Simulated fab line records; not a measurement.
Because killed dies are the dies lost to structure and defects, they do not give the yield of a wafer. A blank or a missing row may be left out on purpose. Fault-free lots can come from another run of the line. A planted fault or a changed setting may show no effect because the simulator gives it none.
fab line records + flow rit_cmos
record
- lots=14
- wafers=42
- last_day=8
route steps=202 shown NLDD@111 SILICIDE@161 M1@202
lots untouched by any fault: they come from a run of this same line in which no faults occurred
start_h: hours from the record's opening day to when the first of the lot's shown wafers began + wait_h: how many hours have passed since the lot's step before this one + " the same as in the row above + L1.1+2: a single row standing in for several wafers + - no value, or no start was given + * or withheld: withheld + < > ~ a bound
route shown NAME@n: a module of which the file shows steps, and the number in the route of the first + usual: mean/standard deviation of fault-free wafers + same: alike in all rows + chamber/n: place in a boat + sites: readings site by site + _std_site: their standard deviation + _edge_site: the outer-site mean with the inner-site mean subtracted + radius_mm: how far each site lies from the wafer's centre + mask NAME#n: copy n + behind: the most recent tool/chamber to have shaped the wafer + hold: what put the lot on hold/how long, in hours/how the hold closed + device: the transistor (n, p or np) that didn't switch + end of line: at the end of the route, the tests of the same wafers + a step without rows: its recipe alone + killed: not the wafer's yield, but the dies lost to structure and defects at the first sort + map: per-die view of a wafer (x killed, . not killed, _ where there is no die)
set.NAME: the run value of the setting; set.NAME@STEP: its run value at that earlier step + model.NAME: the simulator's own value behind a step, which no gauge read
a sample of lots followed through the steps of the route, with each step as a table and each wafer as a row
services: when a tool's chamber went out of use (start_h, in hours from the record's first day, below 0 if earlier), for how many hours, and the reason
## steps
# step RIT_NLDD_IMPLANT_08
# recipe
- species=P
- energy_kev=20
- dose_cm2=5e+14
- tilt_deg=7
# usual
- dose_ions_cm2=5.001e+14/5.5e+11
- faraday_current_uA=1570/32
| lot.wafer | tool         | chamber | start_h | wait_h | dose_ions_cm2 | faraday_current_uA |
|-----------|--------------|---------|---------|--------|---------------|--------------------|
| L119.4    | implanter-04 | 0       | 45.78   | 0.1    | 4.99e+14      | 1539               |
| L119.5    | "            | 0       | "       | "      | 4.998e+14     | 1520               |
| L119.6    | "            | 0       | "       | "      | 5.001e+14     | 1637               |
| L120.2    | implanter-04 | 0       | 48.18   | 0.1    | 5.011e+14     | 1561               |
| L120.4    | "            | 0       | "       | "      | 5.005e+14     | 1528               |
| L120.6    | "            | 0       | "       | "      | 5.009e+14     | 1565               |
| L121.3    | implanter-01 | 0       | 53.37   | 0.1    | 5.011e+14     | 1580               |
| L121.5    | "            | 0       | "       | "      | 4.999e+14     | 1565               |
| L121.6    | "            | 0       | "       | "      | 5.005e+14     | 1550               |
| L123.1    | implanter-03 | 0       | 62.38   | 0.1    | 4.999e+14     | 1573               |
| L123.4    | "            | 0       | "       | "      | 4.995e+14     | 1615               |
| L123.5    | "            | 0       | "       | "      | 5e+14         | 1516               |
| L124.3    | implanter-01 | 0       | 66.27   | 0.1    | 5.005e+14     | 1616               |
| L124.5    | "            | 0       | "       | "      | 5.002e+14     | 1616               |
| L124.6    | "            | 0       | "       | "      | 4.998e+14     | 1622               |
| L125.3    | implanter-03 | 0       | 74.28   | 0.1    | 4.993e+14     | 1608               |
| L125.4    | "            | 0       | "       | "      | 4.995e+14     | 1597               |
| L125.5    | "            | 0       | "       | "      | 4.999e+14     | 1538               |
| L132.4    | implanter-03 | 0       | 108.24  | 0.1    | 4.922e+14     | 1578               |
| L132.5    | "            | 0       | "       | "      | 4.925e+14     | 1563               |
| L132.6    | "            | 0       | "       | "      | 4.927e+14     | 1540               |
| L133.3    | implanter-03 | 0       | 112.54  | 0.1    | 4.926e+14     | 1538               |
| L133.5    | "            | 0       | "       | "      | 4.92e+14      | 1544               |
| L133.6    | "            | 0       | "       | "      | 4.922e+14     | 1521               |
| L135.3    | implanter-01 | 0       | 125.91  | 0.1    | 4.999e+14     | 1605               |
| L135.4    | "            | 0       | "       | "      | 5.002e+14     | 1603               |
| L135.5    | "            | 0       | "       | "      | 5.006e+14     | 1554               |
| L136.3    | implanter-04 | 0       | 139.19  | 0.1    | 4.992e+14     | 1659               |
| L136.4    | "            | 0       | "       | "      | 5.001e+14     | 1588               |
| L136.6    | "            | 0       | "       | "      | 4.997e+14     | 1575               |
| L137.3    | implanter-01 | 0       | 139.43  | 0.1    | 5.006e+14     | 1524               |
| L137.4    | "            | 0       | "       | "      | 5.003e+14     | 1573               |
| L137.6    | "            | 0       | "       | "      | 5.011e+14     | 1555               |
| L138.2    | implanter-04 | 0       | 152.68  | 0.1    | 4.994e+14     | 1539               |
| L138.3    | "            | 0       | "       | "      | 4.994e+14     | 1573               |
| L138.4    | "            | 0       | "       | "      | 4.995e+14     | 1511               |
| L141.1    | implanter-01 | 0       | 173.47  | 0.1    | 5e+14         | 1555               |
| L141.4    | "            | 0       | "       | "      | 5.002e+14     | 1578               |
| L141.5    | "            | 0       | "       | "      | 5.004e+14     | 1583               |
| L142.2    | implanter-03 | 0       | 184.26  | 0.1    | 5.011e+14     | 1597               |
| L142.3    | "            | 0       | "       | "      | 5.004e+14     | 1539               |
| L142.4    | "            | 0       | "       | "      | 5.007e+14     | 1553               |
# step RIT_SDANNEAL_RS_MEAS_07
# recipe
- thk_meas_gauge=four-point-probe
# usual
- NLDD_RS=151.7/0.43
| lot.wafer | tool          | chamber | start_h | wait_h | hold                     | NLDD_RS[ohm/sq] |
|-----------|---------------|---------|---------|--------|--------------------------|-----------------|
| L119.4    | film_metro-04 | -       | 54.51   | 0.1    | -                        | 151.1           |
| L119.5    | "             | -       | "       | "      | -                        | 151.4           |
| L119.6    | "             | -       | "       | "      | -                        | 150.8           |
| L120.2    | film_metro-04 | -       | 56.72   | 0.1    | -                        | 152.1           |
| L120.4    | "             | -       | "       | "      | -                        | 151.3           |
| L120.6    | "             | -       | "       | "      | -                        | 151.8           |
| L121.3    | film_metro-01 | -       | 61.71   | 0.1    | -                        | 151.7           |
| L121.5    | "             | -       | "       | "      | -                        | 151.7           |
| L121.6    | "             | -       | "       | "      | -                        | 151.8           |
| L123.1    | film_metro-04 | -       | 70.87   | 0.1    | -                        | 151.8           |
| L123.4    | "             | -       | "       | "      | -                        | 151.3           |
| L123.5    | "             | -       | "       | "      | -                        | 151.4           |
| L124.3    | film_metro-04 | -       | 74.58   | 0.1    | -                        | 151.3           |
| L124.5    | "             | -       | "       | "      | -                        | 151.9           |
| L124.6    | "             | -       | "       | "      | -                        | 151.8           |
| L125.3    | film_metro-02 | -       | 82.71   | 0.1    | -                        | 151.5           |
| L125.4    | "             | -       | "       | "      | -                        | 151.9           |
| L125.5    | "             | -       | "       | "      | -                        | 151.6           |
| L132.4    | film_metro-02 | -       | 116.48  | 0.1    | await_dispo/0.2h/release | 154.9           |
| L132.5    | "             | -       | "       | "      | await_dispo/0.2h/release | 154.4           |
| L132.6    | "             | -       | "       | "      | await_dispo/0.2h/release | 154.3           |
| L132.4    | film_metro-02 | -       | 116.77  | 0.3    | -                        | 154.6           |
| L132.5    | "             | -       | "       | "      | -                        | 154.6           |
| L132.6    | "             | -       | "       | "      | -                        | 154.3           |
| L133.3    | film_metro-01 | -       | 120.96  | 0.1    | await_dispo/0.2h/release | 153.9           |
| L133.5    | "             | -       | "       | "      | await_dispo/0.2h/release | 154.2           |
| L133.6    | "             | -       | "       | "      | await_dispo/0.2h/release | 153.8           |
| L133.3    | film_metro-01 | -       | 121.25  | 0.3    | -                        | 153.9           |
| L133.5    | "             | -       | "       | "      | -                        | 154.1           |
| L133.6    | "             | -       | "       | "      | -                        | 153.8           |
| L135.3    | film_metro-04 | -       | 133.99  | 0.1    | -                        | 151.4           |
| L135.4    | "             | -       | "       | "      | -                        | 151.5           |
| L135.5    | "             | -       | "       | "      | -                        | 152.2           |
| L136.3    | film_metro-02 | -       | 147.50  | 0.1    | -                        | 152.2           |
| L136.4    | "             | -       | "       | "      | -                        | 152.0           |
| L136.6    | "             | -       | "       | "      | -                        | 151.8           |
| L137.3    | film_metro-01 | -       | 147.74  | 0.1    | -                        | 151.9           |
| L137.4    | "             | -       | "       | "      | -                        | 151.0           |
| L137.6    | "             | -       | "       | "      | -                        | 151.4           |
| L138.2    | film_metro-01 | -       | 161.01  | 0.1    | -                        | 151.7           |
| L138.3    | "             | -       | "       | "      | -                        | 151.6           |
| L138.4    | "             | -       | "       | "      | -                        | 151.3           |
| L141.1    | film_metro-04 | -       | 184.17  | 0.1    | -                        | 152.2           |
| L141.4    | "             | -       | "       | "      | -                        | 152.3           |
| L141.5    | "             | -       | "       | "      | -                        | 152.1           |
| L142.2    | film_metro-01 | -       | 193.07  | 0.1    | -                        | 151.8           |
| L142.3    | "             | -       | "       | "      | -                        | 151.7           |
| L142.4    | "             | -       | "       | "      | -                        | 152.3           |
# step RIT_SILICIDE_WET_ETCH_00
# recipe
- chemistry=BOE
- target=SiO2
- target_depth_nm=14
- time_s=15
- dry=n2_spin
- dilution=10:1
- temp_c=21.5
| lot.wafer  | tool         | chamber | start_h | wait_h | hold                     |
|------------|--------------|---------|---------|--------|--------------------------|
| L119.4+5+6 | wet_bench-03 | 0       | 54.57   | 0.0    | -                        |
| L120.2+4+6 | wet_bench-03 | 3       | 56.82   | 0.1    | -                        |
| L121.3+5+6 | wet_bench-03 | 3       | 61.79   | 0.1    | -                        |
| L123.1+4+5 | wet_bench-03 | 1       | 70.99   | 0.1    | -                        |
| L124.3+5+6 | wet_bench-03 | 1       | 74.66   | 0.1    | -                        |
| L125.3+4+5 | wet_bench-03 | 2       | 82.79   | 0.1    | -                        |
| L132.4+5+6 | wet_bench-03 | 3       | 118.71  | 1.9    | await_dispo/1.9h/release |
| L133.3+5+6 | wet_bench-03 | 0       | 128.47  | 7.2    | await_dispo/7.1h/release |
| L135.3+4+5 | wet_bench-04 | 1       | 134.07  | 0.1    | -                        |
| L136.3+4+6 | wet_bench-01 | 3       | 147.58  | 0.1    | -                        |
| L137.3+4+6 | wet_bench-03 | 0       | 147.82  | 0.1    | -                        |
| L138.2+3+4 | wet_bench-01 | 3       | 161.11  | 0.1    | -                        |
| L141.1+4+5 | wet_bench-04 | 1       | 184.29  | 0.1    | -                        |
| L142.2+3+4 | wet_bench-01 | 3       | 193.17  | 0.1    | -                        |
# step RIT_M1_PROBE_99
# usual
- killed_at_contacts=0.1/0.25
- killed_at_front_end=7/3.3
- killed_dies=7/3.2
- killed_open=3.6/2.2
- killed_short=3.5/2
# same
- gross_dies=264
- killed_at_M0_to_M3=0
- killed_at_M4_up=0
- killed_at_back_side=0
- killed_at_other=0
| lot.wafer | tool      | chamber | start_h | wait_h | killed_at_contacts | killed_at_front_end | killed_dies | killed_open | killed_short |
|-----------|-----------|---------|---------|--------|--------------------|---------------------|-------------|-------------|--------------|
| L132.4    | prober-01 | -       | 126.46  | 0.2    | 0                  | 8                   | 8           | 4           | 4            |
| L132.5    | prober-01 | -       | 126.51  | 0.2    | 0                  | 2                   | 2           | 0           | 2            |
| L132.6    | prober-01 | -       | 126.56  | 0.2    | 0                  | 14                  | 14          | 7           | 7            |
| L133.3    | prober-02 | -       | 135.32  | 0.2    | 0                  | 15                  | 15          | 11          | 4            |
| L133.5    | prober-02 | -       | 135.42  | 0.2    | 0                  | 8                   | 8           | 3           | 5            |
| L133.6    | prober-02 | -       | 135.47  | 0.2    | 0                  | 6                   | 6           | 4           | 2            |
# killed by level:class
L132.4 FOX1:geometric_particle:open=2 GATE:geometric_particle:short=2 FOX1:geometric_particle:short=1 FOX2:geometric_particle:short=1 REOX:geometric_particle:open=1 SPACER:geometric_particle:open=1
L132.5 FOX1:geometric_particle:short=1 SILICIDE:geometric_particle:short=1
L132.6 GATE:geometric_particle:open=5 GATE:geometric_particle:short=4 REOX:geometric_particle:short=2 FOX1:geometric_particle:short=1 REOX:geometric_particle:open=1 SPACER:geometric_particle:open=1
L133.3 GATE:geometric_particle:open=8 GATE:geometric_particle:short=2 ACTIVE:geometric_particle:open=1 FOX1:geometric_particle:open=1 FOX2:geometric_particle:short=1 REOX:geometric_particle:short=1 SPACER:geometric_particle:open=1
L133.5 GATE:geometric_particle:short=4 GATE:geometric_particle:open=2 SPACER:geometric_particle:open=1 SPACER:geometric_particle:short=1
L133.6 GATE:geometric_particle:short=2 FOX1:geometric_particle:open=1 FOX2:geometric_particle:open=1 GATE:geometric_particle:open=1 REOX:geometric_particle:open=1
## services
| tool         | chamber | start_h | hours | kind   |
|--------------|---------|---------|-------|--------|
| implanter-03 | -       | 50.78   | 3.0   | pm     |
| implanter-03 | -       | 56.03   | 3.3   | repair |
| implanter-03 | -       | 65.24   | 1.3   | repair |
| wet_bench-04 | -       | 81.17   | 38.2  | pm     |
| wet_bench-03 | -       | 108.23  | 1.9   | pm     |
| implanter-04 | -       | 124.59  | 4.6   | pm     |
## key
first_sign
- step=RIT_NLDD_IMPLANT_08
- reading=dose_ions_cm2
- direction=down
- sigmas=14
- usual=5.001e+14
- struck=4.924e+14
effect
- step=RIT_SDANNEAL_RS_MEAS_07
- reading=NLDD_RS
- direction=up
- sigmas=5.8
- usual=151.7
- struck=154.3
met_at RIT_NLDD_IMPLANT_08
struck_lots L132,L133
tester_left_out L132,L133
onset_between 74.28 108.24
fault
- kind=process_parameter_drift
- tool=implanter-03
- chamber=-
- onset_h=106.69
- steps=RIT_NLDD_IMPLANT_08
- channel=dose_cm2
- offset=-7.6914e+12
- shape=step
- end_h=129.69
- acts_in=these_recipes_only
- stated=5e+14
# tester_left_out: of these lots the tester's yield and bins aren't shown, on N5 and GAA mostly nor the transistor test; their killed dies are dies lost to structure and defects alone, not to doping, threshold or leakage, so they don't give the yield
